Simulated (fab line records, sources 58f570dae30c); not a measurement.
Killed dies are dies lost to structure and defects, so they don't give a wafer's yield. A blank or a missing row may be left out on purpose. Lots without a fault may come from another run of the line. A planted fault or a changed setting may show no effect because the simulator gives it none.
fab line records | flow berkeley_cmos170
record lots=5 wafers=15 last_day=10
route steps=331 shown NSD@193 BACKSIDE@199 SDANNEAL@204 PSD@206 PLDD@208 NLDD@209 SILICIDE@210 CONTACT@216
lots that met no fault: from a run of the same line without faults
start_h: hours from the record's first day to the start of the lot's first wafer shown | wait_h: hours since the lot's step before | " the same as in the row above | L1.1+2: a row that stands for several wafers | - no value, or no start given | * or withheld: withheld | < > ~ a bound
route shown NAME@n: a module of which the file shows steps, and the number in the route of the first | usual: mean/standard deviation of fault-free wafers | same: alike in all rows | chamber/n: place in a boat | sites: the reading at each site | _std_site: their standard deviation | _edge_site: outer sites' mean less inner sites' | radius_mm: how far each site lies from the wafer's centre | mask NAME#n: copy n | behind: the tool/chamber that last shaped the wafer | hold: why the lot was held/for how many hours/how that ended | device: the transistor (n, p or np) that didn't switch | end of line: the same wafers' tests at the end of the route | a step without rows: its recipe alone | killed: dies lost to structure and defects at the first sort, not the wafer's yield | map: a wafer's dies, x killed, . not, _ none there
set.NAME: the setting as run; set.NAME@STEP: as run at that earlier step | model.NAME: the simulator's own value behind a step, which no gauge read
lots at some steps of the route; a table a step, a row a wafer
services: from which hour (start_h, from the record's first day; less than 0 if before it) a tool's chamber was out of use, for how many hours, and why
## steps
# step UCB170_NSD_CD_MEAS_06
# recipe target_cd_nm=1200
# usual cd_nm=1200.2/1.3
# columns lot.wafer tool chamber start_h wait_h cd_nm
L077.2 cd_sem-01 - 151.42 - 1199.2
L077.4 " - " " 1199.1
L077.6 " - " " 1199.0
L080.1 cd_sem-02 - 164.15 - 1199.9
L080.3 " - " " 1199.8
L080.4 " - " " 1200.2
L083.2 cd_sem-02 - 196.72 - 1201.5
L083.4 " - " " 1200.4
L083.6 " - " " 1201.1
L085.2 cd_sem-02 - 202.59 - 1200.6
L085.4 " - " " 1200.8
L085.5 " - " " 1202.2
L087.1 cd_sem-02 - 210.46 - 1199.4
L087.5 " - " " 1199.7
L087.6 " - " " 1200.0
# step UCB170_NSD_OVL_MEAS_07
# usual NSD_OVL=0/5.5
# columns lot.wafer tool chamber start_h wait_h NSD_OVL[nm]
L077.2 overlay-02 - 151.52 0.1 5
L077.4 " - " " 1
L077.6 " - " " 2
L080.1 overlay-01 - 164.27 0.1 -7
L080.3 " - " " 4
L080.4 " - " " 2
L083.2 overlay-02 - 196.82 0.1 -7
L083.4 " - " " -7
L083.6 " - " " -6
L085.2 overlay-01 - 202.70 0.1 1
L085.4 " - " " -1
L085.5 " - " " -4
L087.1 overlay-02 - 210.58 0.1 -3
L087.5 " - " " -2
L087.6 " - " " 4
# step UCB170_NSD_IMPLANT_08
# recipe species=P dose_cm2=3e+15 energy_kev=40 tilt_deg=7
# columns lot.wafer tool chamber start_h wait_h
L077.2+4+6 implanter-01 0 151.58 0.0
L080.1+3+4 implanter-03 0 164.30 0.0
L083.2+4+6 implanter-03 0 196.88 0.0
L085.2+4+5 implanter-01 0 202.75 0.0
L087.1+5+6 implanter-02 0 210.61 0.0
# step UCB170_NSD_STRIP_09
# recipe chemistry=O2 power_w=400 pressure_mtorr=3500 platen_temp_c=withheld o2_flow_sccm=400 overash_fraction=0.5
# usual drypump_motor_current_A=6.0/0.46 o2_flow_sccm=399.8/1.2 oes_product_au=0.533/0.0042 strip_time_to_endpoint_s=35.80/0.096
# columns lot.wafer tool chamber start_h wait_h drypump_motor_current_A o2_flow_sccm oes_product_au rf_hours_counter_h strip_time_to_endpoint_s
L077.2 plasma_asher-02 1 151.70 0.1 6.1 399.7 0.533 37 35.71
L077.4 " 0 " " 6.0 400.6 0.531 - 35.86
L077.6 " 1 " " 6.1 399.2 0.540 - 35.83
L080.1 plasma_asher-03 0 164.45 0.1 6.1 400.2 0.539 3 35.57
L080.3 " 0 " " 6.1 399.0 0.535 - 35.52
L080.4 " 1 " " 4.9 400.0 0.541 - 35.58
L083.2 plasma_asher-04 0 197.00 0.1 6.7 400.9 0.533 50 35.70
L083.4 " 1 " " 5.7 399.4 0.529 - 35.76
L083.6 " 0 " " 6.7 399.6 0.534 - 35.69
L085.2 plasma_asher-04 1 202.88 0.1 5.7 397.8 0.536 51 35.79
L085.4 " 0 " " 6.7 397.8 0.530 - 35.77
L085.5 " 0 " " 6.7 399.7 0.533 - 35.84
L087.1 plasma_asher-04 1 210.76 0.1 5.7 399.0 0.534 52 35.77
L087.5 " 1 " " 5.7 397.6 0.540 - 35.79
L087.6 " 0 " " 6.8 397.8 0.538 - 35.85
# step UCB170_NSD_TW_MEAS_10
# usual NSD_TW=4159/37
# columns lot.wafer tool chamber start_h wait_h NSD_TW
L077.2 film_metro-04 - 151.81 0.1 4142
L077.4 " - " " 4143
L077.6 " - " " 4135
L080.1 film_metro-01 - 164.55 0.1 4115
L080.3 " - " " 4085
L080.4 " - " " 4086
L083.2 film_metro-02 - 197.11 0.1 4188
L083.4 " - " " 4195
L083.6 " - " " 4206
L085.2 film_metro-04 - 202.99 0.1 4174
L085.4 " - " " 4188
L085.5 " - " " 4182
L087.1 film_metro-02 - 210.86 0.1 4174
L087.5 " - " " 4168
L087.6 " - " " 4194
# step UCB170_NSD_CLEAN_11
# recipe chemistry=SPM temp_c=120 time_s=600
# columns lot.wafer tool chamber start_h wait_h
L077.2+4+6 wet_bench-04 1 151.86 0.0
L080.1+3+4 wet_bench-01 3 164.61 0.1
L083.2+4+6 wet_bench-01 3 197.16 0.0
L085.2+4+5 wet_bench-02 2 203.04 0.0
L087.1+5+6 wet_bench-04 3 211.08 0.2
# step UCB170_BACKSIDE_HMDS_00
# recipe prime_time_s=60 prime_temp_c=100
# usual exhaust_pa=44.9/0.81
# columns lot.wafer tool chamber start_h wait_h exhaust_pa
L077.2 litho_track-03 0 152.16 0.1 45.7
L077.4 " 0 " " 45.8
L077.6 " 0 " " 44.9
L080.1 litho_track-03 0 164.79 0.0 44.4
L080.3 " 0 " " 45.2
L080.4 " 0 " " 44.8
L083.2 litho_track-01 0 197.62 0.1 44.7
L083.4 " 0 " " 45.2
L083.6 " 0 " " 45.8
L085.2 litho_track-03 0 203.24 0.0 44.1
L085.4 " 0 " " 43.7
L085.5 " 0 " " 45.2
L087.1 litho_track-01 0 211.27 0.0 44.0
L087.5 " 0 " " 44.2
L087.6 " 0 " " 44.2
# step UCB170_BACKSIDE_COAT_01
# recipe resist=KrF spin_rpm=1500 resist_thk_nm=900
# usual exhaust_pa=45.0/0.88
# columns lot.wafer tool chamber start_h wait_h exhaust_pa
L077.2 litho_track-03 0 152.31 0.1 45.3
L077.4 " 0 " " 46.1
L077.6 " 0 " " 44.8
L080.1 litho_track-03 0 164.94 0.1 45.3
L080.3 " 0 " " 46.3
L080.4 " 0 " " 46.0
L083.2 litho_track-01 0 197.77 0.1 46.0
L083.4 " 0 " " 47.0
L083.6 " 0 " " 46.3
L085.2 litho_track-03 0 203.39 0.1 44.7
L085.4 " 0 " " 43.0
L085.5 " 0 " " 45.1
L087.1 litho_track-01 0 211.42 0.1 45.5
L087.5 " 0 " " 45.3
L087.6 " 0 " " 45.9
# step UCB170_BACKSIDE_SOFTBAKE_02
# recipe resist=KrF temp_c=130 time_s=60
# usual exhaust_pa=44.8/0.73 plate_temp_C=130.02/0.17
# columns lot.wafer tool chamber start_h wait_h exhaust_pa plate_temp_C
L077.2 litho_track-03 0 152.46 0.1 44.7 129.93
L077.4 " 0 " " 46.3 129.99
L077.6 " 0 " " 44.9 129.92
L080.1 litho_track-03 0 165.09 0.1 44.8 130.25
L080.3 " 0 " " 45.0 130.14
L080.4 " 0 " " 45.9 130.28
L083.2 litho_track-01 0 197.92 0.1 45.0 130.40
L083.4 " 0 " " 44.4 130.46
L083.6 " 0 " " 45.3 130.31
L085.2 litho_track-03 0 203.54 0.1 45.0 130.13
L085.4 " 0 " " 45.4 129.83
L085.5 " 0 " " 45.9 129.97
L087.1 litho_track-01 0 211.57 0.1 45.6 129.70
L087.5 " 0 " " 45.3 129.90
L087.6 " 0 " " 43.5 129.73
# step UCB170_BACKSIDE_STRIP_03
# recipe chemistry=O2 power_w=400 pressure_mtorr=3500 platen_temp_c=withheld o2_flow_sccm=400 overash_fraction=0.5
# usual drypump_motor_current_A=5.8/0.64 o2_flow_sccm=400.0/1.2 oes_product_au=0.735/0.0046 strip_time_to_endpoint_s=21.96/0.068
# columns lot.wafer tool chamber start_h wait_h drypump_motor_current_A o2_flow_sccm oes_product_au rf_hours_counter_h strip_time_to_endpoint_s
L077.2 plasma_asher-01 0 152.58 0.1 5.0 401.0 0.737 50 22.04
L077.4 " 1 " " 5.5 399.7 0.728 - 22.04
L077.6 " 0 " " 5.0 399.4 0.734 - 22.05
L080.1 plasma_asher-03 1 165.24 0.1 4.9 400.0 0.741 3 22.09
L080.3 " 0 " " 6.2 397.8 0.737 - 22.03
L080.4 " 1 " " 4.9 398.8 0.728 - 22.00
L083.2 plasma_asher-03 0 198.05 0.1 6.1 402.3 0.738 6 22.00
L083.4 " 1 " " 4.9 398.4 0.732 - 21.93
L083.6 " 0 " " 6.1 400.2 0.737 - 21.98
L085.2 plasma_asher-04 1 203.66 0.1 5.7 400.1 0.739 51 21.96
L085.4 " 1 " " 5.7 401.0 0.731 - 21.99
L085.5 " 0 " " 6.7 399.3 0.738 - 21.95
L087.1 plasma_asher-03 0 211.72 0.1 6.1 403.0 0.729 7 22.00
L087.5 " 1 " " 4.9 399.6 0.731 - 22.03
L087.6 " 0 " " 6.1 403.4 0.732 - 22.00
# step UCB170_BACKSIDE_CLEAN_04
# recipe chemistry=SPM temp_c=120 time_s=600
# columns lot.wafer tool chamber start_h wait_h
L077.2+4+6 wet_bench-02 1 152.68 0.1
L080.1+3+4 wet_bench-02 2 165.34 0.1
L083.2+4+6 wet_bench-01 2 198.21 0.1
L085.2+4+5 wet_bench-02 1 203.76 0.1
L087.1+5+6 wet_bench-03 3 211.82 0.1
# step UCB170_SDANNEAL_RTA_00
# recipe temp_c=900 time_s=10 ambient=N2
# usual lamp_power_pct=24.5/1.7 wafer_temp_C_max=905.3/0.85
# columns lot.wafer tool chamber start_h wait_h lamp_power_pct wafer_temp_C_max
L077.2 rtp_anneal-01 0 152.87 0.0 22.6 904.4
L077.4 " 0 " " 22.6 907.2
L077.6 " 0 " " 22.6 904.7
L080.1 rtp_anneal-02 0 165.53 0.0 25.9 907.2
L080.3 " 0 " " 26.0 906.3
L080.4 " 0 " " 25.9 906.5
L083.2 rtp_anneal-02 0 198.58 0.0 25.9 905.3
L083.4 " 0 " " 25.9 906.3
L083.6 " 0 " " 26.0 905.6
L085.2 rtp_anneal-01 0 203.95 0.0 22.5 906.0
L085.4 " 0 " " 22.6 905.0
L085.5 " 0 " " 22.6 904.3
L087.1 rtp_anneal-02 0 212.02 0.0 26.0 904.8
L087.5 " 0 " " 26.0 905.7
L087.6 " 0 " " 26.0 905.7
# step UCB170_SDANNEAL_RTA_01
# recipe temp_c=1050 time_s=5 ambient=N2
# usual lamp_power_pct=37.9/2.6 wafer_temp_C_max=1056.2/1.2
# columns lot.wafer tool chamber start_h wait_h lamp_power_pct wafer_temp_C_max
L077.2 rtp_anneal-01 0 152.93 0.1 34.8 1057.2
L077.4 " 0 " " 34.9 1055.8
L077.6 " 0 " " 34.9 1054.1
L080.1 rtp_anneal-02 0 165.59 0.1 40.1 1056.0
L080.3 " 0 " " 40.0 1056.0
L080.4 " 0 " " 40.1 1059.6
L083.2 rtp_anneal-02 0 198.64 0.1 40.1 1054.3
L083.4 " 0 " " 40.1 1056.0
L083.6 " 0 " " 40.1 1056.6
L085.2 rtp_anneal-01 0 204.02 0.1 34.9 1056.4
L085.4 " 0 " " 34.9 1056.5
L085.5 " 0 " " 34.9 1056.1
L087.1 rtp_anneal-02 0 212.08 0.1 40.1 1055.6
L087.5 " 0 " " 40.1 1057.5
L087.6 " 0 " " 40.0 1056.0
# step UCB170_SDANNEAL_RS_MEAS_02
# recipe thk_meas_gauge=four-point-probe
# usual PSD_RS=75.5/0.33
# columns lot.wafer tool chamber start_h wait_h PSD_RS[ohm/sq]
L077.2 film_metro-01 - 153.00 0.1 75.2
L077.4 " - " " 75.6
L077.6 " - " " 75.1
L080.1 film_metro-04 - 165.65 0.0 75.6
L080.3 " - " " 75.5
L080.4 " - " " 75.3
L083.2 film_metro-02 - 198.71 0.1 75.3
L083.4 " - " " 75.5
L083.6 " - " " 75.5
L085.2 film_metro-02 - 204.08 0.1 75.2
L085.4 " - " " 75.6
L085.5 " - " " 75.4
L087.1 film_metro-02 - 212.14 0.0 76.1
L087.5 " - " " 75.9
L087.6 " - " " 75.7
# step UCB170_SDANNEAL_RS_MEAS_03
# recipe thk_meas_gauge=four-point-probe
# usual NSD_RS=37.30/0.094
# columns lot.wafer tool chamber start_h wait_h NSD_RS[ohm/sq]
L077.2 film_metro-01 - 153.12 0.1 37.15
L077.4 " - " " 37.20
L077.6 " - " " 37.20
L080.1 film_metro-04 - 165.77 0.1 37.54
L080.3 " - " " 37.55
L080.4 " - " " 37.50
L083.2 film_metro-02 - 198.83 0.1 37.33
L083.4 " - " " 37.37
L083.6 " - " " 37.38
L085.2 film_metro-02 - 204.20 0.1 37.28
L085.4 " - " " 37.29
L085.5 " - " " 37.29
L087.1 film_metro-02 - 212.26 0.1 37.42
L087.5 " - " " 37.31
L087.6 " - " " 37.29
# step UCB170_SDANNEAL_RS_MEAS_04
# recipe thk_meas_gauge=four-point-probe
# usual PLDD_RS=1032.4/2.5
# columns lot.wafer tool chamber start_h wait_h PLDD_RS[ohm/sq]
L077.2 film_metro-01 - 153.24 0.1 1032.3
L077.4 " - " " 1036.9
L077.6 " - " " 1032.8
L080.1 film_metro-04 - 165.89 0.1 1036.5
L080.3 " - " " 1034.6
L080.4 " - " " 1035.9
L083.2 film_metro-02 - 198.95 0.1 1032.0
L083.4 " - " " 1033.1
L083.6 " - " " 1029.1
L085.2 film_metro-02 - 204.32 0.1 1032.7
L085.4 " - " " 1035.2
L085.5 " - " " 1033.0
L087.1 film_metro-02 - 212.38 0.1 1036.0
L087.5 " - " " 1036.4
L087.6 " - " " 1037.4
# step UCB170_SDANNEAL_RS_MEAS_05
# recipe thk_meas_gauge=four-point-probe
# usual NLDD_RS=616.9/1.4
# columns lot.wafer tool chamber start_h wait_h NLDD_RS[ohm/sq]
L077.2 film_metro-01 - 153.36 0.1 618.3
L077.4 " - " " 615.9
L077.6 " - " " 616.3
L080.1 film_metro-04 - 166.01 0.1 617.1
L080.3 " - " " 619.4
L080.4 " - " " 618.6
L083.2 film_metro-02 - 199.07 0.1 615.5
L083.4 " - " " 616.3
L083.6 " - " " 615.1
L085.2 film_metro-02 - 204.44 0.1 617.6
L085.4 " - " " 616.9
L085.5 " - " " 618.6
L087.1 film_metro-02 - 212.50 0.1 616.8
L087.5 " - " " 616.5
L087.6 " - " " 616.9
# step UCB170_SILICIDE_PRE_CLEAN_00
# recipe gas=Ar preclean_etch_time_s=60
# columns lot.wafer tool chamber start_h wait_h
L077.2+4+6 pvd_sputter-01 - 153.46 0.1
L080.1+3+4 pvd_sputter-02 - 166.13 0.1
L083.2+4+6 pvd_sputter-01 - 199.17 0.1
L085.2+4+5 pvd_sputter-01 - 204.54 0.1
L087.1+5+6 pvd_sputter-03 - 212.62 0.1
# step UCB170_SILICIDE_SPUTTER_01
# recipe material=Ti target_thk_nm=30 time_s=25 power_w=1500 chamber_pressure_pa=0.5
# usual throttle_valve_pct=29.7/1.1
# columns lot.wafer tool chamber start_h wait_h throttle_valve_pct
L077.2 pvd_sputter-01 - 153.53 0.0 29.6
L077.4 " - " " 28.6
L077.6 " - " " 28.5
L080.1 pvd_sputter-02 - 166.20 0.0 28.9
L080.3 " - " " 29.7
L080.4 " - " " 31.0
L083.2 pvd_sputter-01 - 199.24 0.0 29.7
L083.4 " - " " 30.5
L083.6 " - " " 28.8
L085.2 pvd_sputter-01 - 204.61 0.0 28.6
L085.4 " - " " 28.8
L085.5 " - " " 29.5
L087.1 pvd_sputter-03 - 212.69 0.0 27.1
L087.5 " - " " 29.1
L087.6 " - " " 26.9
# step UCB170_SILICIDE_RS_MEAS_02
# recipe thk_meas_gauge=four-point-probe reads=Ti_of_SILICIDE_SPUTTER_01
# usual SILICIDE_TI_RS=26.0/0.35
# columns lot.wafer tool chamber start_h wait_h SILICIDE_TI_RS[ohm/sq]
L077.2 film_metro-02 - 153.58 0.0 25.5
L077.4 " - " " 25.9
L077.6 " - " " 25.1
L080.1 film_metro-02 - 166.23 0.0 25.8
L080.3 " - " " 26.0
L080.4 " - " " 25.6
L083.2 film_metro-03 - 199.29 0.0 25.9
L083.4 " - " " 25.8
L083.6 " - " " 25.5
L085.2 film_metro-02 - 204.66 0.0 26.2
L085.4 " - " " 25.9
L085.5 " - " " 26.5
L087.1 film_metro-03 - 212.72 0.0 26.1
L087.5 " - " " 26.5
L087.6 " - " " 26.3
# step UCB170_SILICIDE_THK_MEAS_03
# recipe thk_meas_gauge=xrf reads=Ti_of_SILICIDE_SPUTTER_01
# usual SILICIDE_TI_THK=30.2/0.39
# columns lot.wafer tool chamber start_h wait_h SILICIDE_TI_THK[nm]
L077.2 film_metro-02 - 153.69 0.1 30.7
L077.4 " - " " 30.3
L077.6 " - " " 31.3
L080.1 film_metro-02 - 166.35 0.1 30.6
L080.3 " - " " 30.2
L080.4 " - " " 30.5
L083.2 film_metro-03 - 199.40 0.1 30.2
L083.4 " - " " 30.3
L083.6 " - " " 30.5
L085.2 film_metro-02 - 204.77 0.1 30.1
L085.4 " - " " 30.5
L085.5 " - " " 30.0
L087.1 film_metro-03 - 212.84 0.1 29.9
L087.5 " - " " 29.6
L087.6 " - " " 29.6
# step UCB170_SILICIDE_RTA_04
# recipe temp_c=650 time_s=15 ambient=N2
# usual lamp_power_pct=10.4/0.72 wafer_temp_C_max=653.9/0.78
# columns lot.wafer tool chamber start_h wait_h lamp_power_pct wafer_temp_C_max
L077.2 rtp_anneal-02 0 153.75 0.1 11.1 653.8
L077.4 " 0 " " 11.1 653.9
L077.6 " 0 " " 11.1 653.9
L080.1 rtp_anneal-01 0 166.41 0.1 9.7 652.7
L080.3 " 0 " " 9.7 654.1
L080.4 " 0 " " 9.7 653.9
L083.2 rtp_anneal-01 0 199.46 0.1 9.7 653.9
L083.4 " 0 " " 9.7 653.6
L083.6 " 0 " " 9.7 653.8
L085.2 rtp_anneal-02 0 204.83 0.1 11.1 652.4
L085.4 " 0 " " 11.1 654.5
L085.5 " 0 " " 11.1 655.2
L087.1 rtp_anneal-02 0 212.90 0.1 11.1 654.5
L087.5 " 0 " " 11.1 654.3
L087.6 " 0 " " 11.1 656.0
# step UCB170_SILICIDE_WET_ETCH_05
# recipe chemistry=SPM time_s=45 temp_c=120 target=Ti
# columns lot.wafer tool chamber start_h wait_h
L077.2+4+6 wet_bench-03 3 153.82 0.1
L080.1+3+4 wet_bench-04 3 166.48 0.1
L083.2+4+6 wet_bench-01 1 199.61 0.1
L085.2+4+5 wet_bench-03 2 204.95 0.1
L087.1+5+6 wet_bench-01 2 212.97 0.1
# step UCB170_CONTACT_CLEAN_00
# recipe chemistry=SPM temp_c=120 time_s=600
# columns lot.wafer tool chamber start_h wait_h
L077.2+4+6 wet_bench-03 3 153.84 0.0
L080.1+3+4 wet_bench-01 0 166.51 0.0
L083.2+4+6 wet_bench-01 3 199.66 0.0
L085.2+4+5 wet_bench-03 2 204.97 0.0
L087.1+5+6 wet_bench-01 1 213.02 0.0
# step UCB170_CONTACT_CVD_01
# recipe material=PSG target_thk_nm=700 temp_c=450 precursor=SiH4/O2/PH3 time_s=2820 pressure_mtorr=300 sih4_flow_sccm=60 o2_flow_sccm=90 ph3_flow_sccm=25
# usual o2_flow_sccm=90.03/0.27 sih4_flow_sccm=59.99/0.17 zone_power_source_pct=7.4/0.54
# columns lot.wafer tool chamber start_h wait_h o2_flow_sccm sih4_flow_sccm zone_power_source_pct
L077.2 lpcvd-02 0 155.21 1.2 90.23 59.95 6.5
L077.4 " 0 " " 89.93 59.60 6.6
L077.6 " 0 " " 90.13 59.93 6.4
L080.1 lpcvd-01 0 168.09 1.4 90.45 59.91 7.9
L080.3 " 0 " " 90.17 59.82 7.9
L080.4 " 0 " " 90.07 59.91 7.8
L083.2 lpcvd-02 1 200.01 0.0 89.64 59.78 7.1
L083.4 " 1 " " 89.59 59.56 7.0
L083.6 " 1 " " 89.34 59.86 7.0
L085.2 lpcvd-01 1 205.16 0.0 90.03 59.93 7.9
L085.4 " 1 " " 89.62 60.05 7.9
L085.5 " 1 " " 90.21 60.32 7.9
L087.1 lpcvd-01 0 213.40 0.0 89.99 60.32 7.9
L087.5 " 0 " " 90.25 60.23 7.8
L087.6 " 0 " " 90.14 60.08 7.9
# step UCB170_CONTACT_THK_MEAS_02
# recipe reads=PSG_of_CONTACT_CVD_01
# usual CONTACT_PSG_THK=700/6.7
# columns lot.wafer tool chamber start_h wait_h CONTACT_PSG_THK[nm]
L077.2 film_metro-03 - 157.01 0.0 696
L077.4 " - " " 700
L077.6 " - " " 693
L080.1 film_metro-02 - 169.88 0.0 693
L080.3 " - " " 692
L080.4 " - " " 701
L083.2 film_metro-03 - 201.80 0.0 714
L083.4 " - " " 709
L083.6 " - " " 710
L085.2 film_metro-03 - 206.95 0.0 704
L085.4 " - " " 705
L085.5 " - " " 701
L087.1 film_metro-02 - 215.18 0.0 699
L087.5 " - " " 695
L087.6 " - " " 696
# step UCB170_CONTACT_HMDS_03
# recipe prime_time_s=60 prime_temp_c=100
# usual exhaust_pa=44.8/0.78
# columns lot.wafer tool chamber start_h wait_h exhaust_pa
L077.2 litho_track-01 0 157.08 0.1 44.7
L077.4 " 0 " " 44.5
L077.6 " 0 " " 44.1
L080.1 litho_track-02 0 169.94 0.1 44.0
L080.3 " 0 " " 45.7
L080.4 " 0 " " 44.3
L083.2 litho_track-02 0 201.87 0.1 44.3
L083.4 " 0 " " 44.5
L083.6 " 0 " " 45.6
L085.2 litho_track-01 0 207.06 0.1 46.3
L085.4 " 0 " " 46.4
L085.5 " 0 " " 46.0
L087.1 litho_track-02 0 215.24 0.1 43.1
L087.5 " 0 " " 45.9
L087.6 " 0 " " 44.4
# step UCB170_CONTACT_COAT_04
# recipe resist=KrF spin_rpm=1500 resist_thk_nm=900
# usual exhaust_pa=44.9/0.91
# columns lot.wafer tool chamber start_h wait_h exhaust_pa
L077.2 litho_track-01 0 157.23 0.1 45.7
L077.4 " 0 " " 46.6
L077.6 " 0 " " 45.7
L080.1 litho_track-02 0 170.09 0.1 45.2
L080.3 " 0 " " 44.4
L080.4 " 0 " " 44.2
L083.2 litho_track-02 0 202.02 0.1 44.3
L083.4 " 0 " " 45.1
L083.6 " 0 " " 44.2
L085.2 litho_track-01 0 207.21 0.1 45.4
L085.4 " 0 " " 45.9
L085.5 " 0 " " 46.5
L087.1 litho_track-02 0 215.39 0.1 43.0
L087.5 " 0 " " 43.4
L087.6 " 0 " " 44.1
# step UCB170_CONTACT_SOFTBAKE_05
# recipe resist=KrF temp_c=130 time_s=60
# usual exhaust_pa=44.8/0.87 plate_temp_C=130.02/0.15
# columns lot.wafer tool chamber start_h wait_h exhaust_pa plate_temp_C
L077.2 litho_track-01 0 157.38 0.1 43.7 130.04
L077.4 " 0 " " 44.2 130.04
L077.6 " 0 " " 44.5 130.08
L080.1 litho_track-02 0 170.24 0.1 43.5 130.33
L080.3 " 0 " " 45.0 130.21
L080.4 " 0 " " 45.3 130.07
L083.2 litho_track-02 0 202.17 0.1 43.7 130.02
L083.4 " 0 " " 43.8 130.02
L083.6 " 0 " " 46.1 129.66
L085.2 litho_track-01 0 207.36 0.1 44.1 130.09
L085.4 " 0 " " 45.6 129.84
L085.5 " 0 " " 45.2 129.84
L087.1 litho_track-02 0 215.54 0.1 44.8 130.04
L087.5 " 0 " " 44.9 130.01
L087.6 " 0 " " 45.1 129.88
# step UCB170_CONTACT_STRIP_06
# recipe chemistry=O2 power_w=400 pressure_mtorr=3500 platen_temp_c=withheld o2_flow_sccm=400 overash_fraction=0.5
# usual drypump_motor_current_A=5.6/0.53 o2_flow_sccm=399.9/1.3 oes_product_au=0.734/0.0047 strip_time_to_endpoint_s=21.99/0.056
# columns lot.wafer tool chamber start_h wait_h drypump_motor_current_A o2_flow_sccm oes_product_au rf_hours_counter_h strip_time_to_endpoint_s
L077.2 plasma_asher-03 1 157.51 0.1 4.9 399.8 0.734 2 21.94
L077.4 " 1 " " 4.9 400.4 0.736 - 21.93
L077.6 " 1 " " 4.9 400.5 0.737 - 21.84
L080.1 plasma_asher-03 1 170.39 0.1 4.9 400.6 0.734 3 21.99
L080.3 " 0 " " 6.1 402.1 0.737 - 21.96
L080.4 " 1 " " 4.9 401.3 0.738 - 21.96
L083.2 plasma_asher-03 0 202.30 0.1 6.1 398.4 0.742 6 22.03
L083.4 " 0 " " 6.1 401.4 0.725 - 22.11
L083.6 " 1 " " 4.9 400.0 0.734 - 21.98
L085.2 plasma_asher-03 0 207.48 0.1 6.1 399.9 0.734 7 22.04
L085.4 " 1 " " 4.9 400.0 0.728 - 22.00
L085.5 " 0 " " 6.0 398.3 0.733 - 21.99
L087.1 plasma_asher-02 0 215.69 0.1 6.0 401.4 0.734 42 22.05
L087.5 " 1 " " 6.1 401.2 0.730 - 22.06
L087.6 " 0 " " 6.0 401.0 0.732 - 22.05
# step UCB170_CONTACT_CLEAN_07
# recipe chemistry=SPM temp_c=120 time_s=600
# columns lot.wafer tool chamber start_h wait_h
L077.2+4+6 wet_bench-01 1 157.61 0.1
L080.1+3+4 wet_bench-01 1 170.49 0.1
L083.2+4+6 wet_bench-03 2 202.48 0.1
L085.2+4+5 wet_bench-01 0 208.60 1.1
L087.1+5+6 wet_bench-01 2 216.11 0.4
# step UCB170_CONTACT_RTA_08
# recipe temp_c=900 time_s=10 ambient=N2
# usual lamp_power_pct=24.1/1.7 wafer_temp_C_max=905.3/1.1
# columns lot.wafer tool chamber start_h wait_h lamp_power_pct wafer_temp_C_max
L077.2 rtp_anneal-01 0 157.79 0.0 22.6 907.1
L077.4 " 0 " " 22.5 904.8
L077.6 " 0 " " 22.5 905.7
L080.1 rtp_anneal-01 0 170.66 0.0 22.6 905.1
L080.3 " 0 " " 22.5 903.4
L080.4 " 0 " " 22.6 904.5
L083.2 rtp_anneal-02 0 202.68 0.0 26.0 904.0
L083.4 " 0 " " 25.9 904.4
L083.6 " 0 " " 25.9 904.6
L085.2 rtp_anneal-01 0 208.99 0.0 22.6 904.2
L085.4 " 0 " " 22.6 904.1
L085.5 " 0 " " 22.6 904.3
L087.1 rtp_anneal-02 0 216.30 0.0 25.9 905.8
L087.5 " 0 " " 25.9 906.3
L087.6 " 0 " " 26.0 904.5
# step UCB170_CONTACT_COAT_09
# recipe resist=BARC temp_c=withheld time_s=withheld spin_rpm=3000 resist_thk_nm=withheld
# usual exhaust_pa=45.2/0.95
# columns lot.wafer tool chamber start_h wait_h exhaust_pa
L077.2 litho_track-02 0 157.87 0.1 44.6
L077.4 " 0 " " 44.5
L077.6 " 0 " " 45.7
L080.1 litho_track-01 0 170.73 0.1 47.5
L080.3 " 0 " " 45.4
L080.4 " 0 " " 45.7
L083.2 litho_track-01 0 202.84 0.1 44.9
L083.4 " 0 " " 45.2
L083.6 " 0 " " 44.8
L085.2 litho_track-03 0 209.15 0.2 46.3
L085.4 " 0 " " 45.2
L085.5 " 0 " " 46.7
L087.1 litho_track-02 0 216.59 0.3 44.6
L087.5 " 0 " " 45.6
L087.6 " 0 " " 46.6
# step UCB170_CONTACT_COAT_10
# recipe resist=KrF spin_rpm=1500 resist_thk_nm=900
# usual exhaust_pa=45.3/1
# columns lot.wafer tool chamber start_h wait_h exhaust_pa
L077.2 litho_track-02 0 - - 45.8
L077.4 " 0 " " 45.7
L077.6 " 0 " " 45.7
L080.1 litho_track-01 0 - - 44.6
L080.3 " 0 " " 44.7
L080.4 " 0 " " 45.8
L083.2 litho_track-01 0 - - 44.7
L083.4 " 0 " " 44.1
L083.6 " 0 " " 43.9
L085.2 litho_track-03 0 - - 46.7
L085.4 " 0 " " 45.5
L085.5 " 0 " " 45.5
L087.1 litho_track-02 0 - - 46.1
L087.5 " 0 " " 45.2
L087.6 " 0 " " 45.6
# step UCB170_CONTACT_SOFTBAKE_11
# recipe resist=KrF temp_c=130 time_s=60
# usual exhaust_pa=45.1/0.89 plate_temp_C=130.00/0.14
# columns lot.wafer tool chamber start_h wait_h exhaust_pa plate_temp_C
L077.2 litho_track-02 0 - - 46.0 129.94
L077.4 " 0 " " 44.7 130.04
L077.6 " 0 " " 45.3 129.99
L080.1 litho_track-01 0 - - 44.9 130.00
L080.3 " 0 " " 44.5 129.89
L080.4 " 0 " " 46.2 129.88
L083.2 litho_track-01 0 - - 43.5 129.76
L083.4 " 0 " " 43.4 129.90
L083.6 " 0 " " 44.6 129.83
L085.2 litho_track-03 0 - - 44.1 130.22
L085.4 " 0 " " 45.2 130.19
L085.5 " 0 " " 45.8 130.30
L087.1 litho_track-02 0 - - 45.5 130.15
L087.5 " 0 " " 44.3 129.89
L087.6 " 0 " " 44.6 130.14
# step UCB170_CONTACT_EXPOSE_12
# recipe mask_id=CONT target_cd_nm=700 na=0.5 sigma_outer=0.6 source_shape=conventional dose_mj=35
# same na=0.5 sigma_outer=0.6
# columns lot.wafer tool chamber start_h wait_h mask
L077.2+4+6 krf_scanner-01 0 158.44 - CONT#0
L080.1+3+4 krf_scanner-01 0 171.30 - CONT#0
L083.2+4+6 krf_scanner-02 0 203.29 - CONT#0
L085.2+4+5 krf_scanner-02 0 209.60 - CONT#0
L087.1+5+6 krf_scanner-01 0 217.18 - CONT#0
## services
# columns tool chamber start_h hours kind
krf_scanner-02 - 128.44 5.9 repair
pvd_sputter-01 - 146.27 4.7 repair
krf_scanner-02 - 154.96 1.0 pm
plasma_asher-02 - 157.02 1.9 repair
plasma_asher-02 - 157.98 4.2 repair
implanter-02 - 171.41 3.4 repair
krf_scanner-01 - 174.40 3.4 repair
krf_scanner-02 - 182.44 1.3 pm
plasma_asher-02 - 199.51 5.9 repair
pvd_sputter-02 - 200.96 2.4 repair
## key
fault none
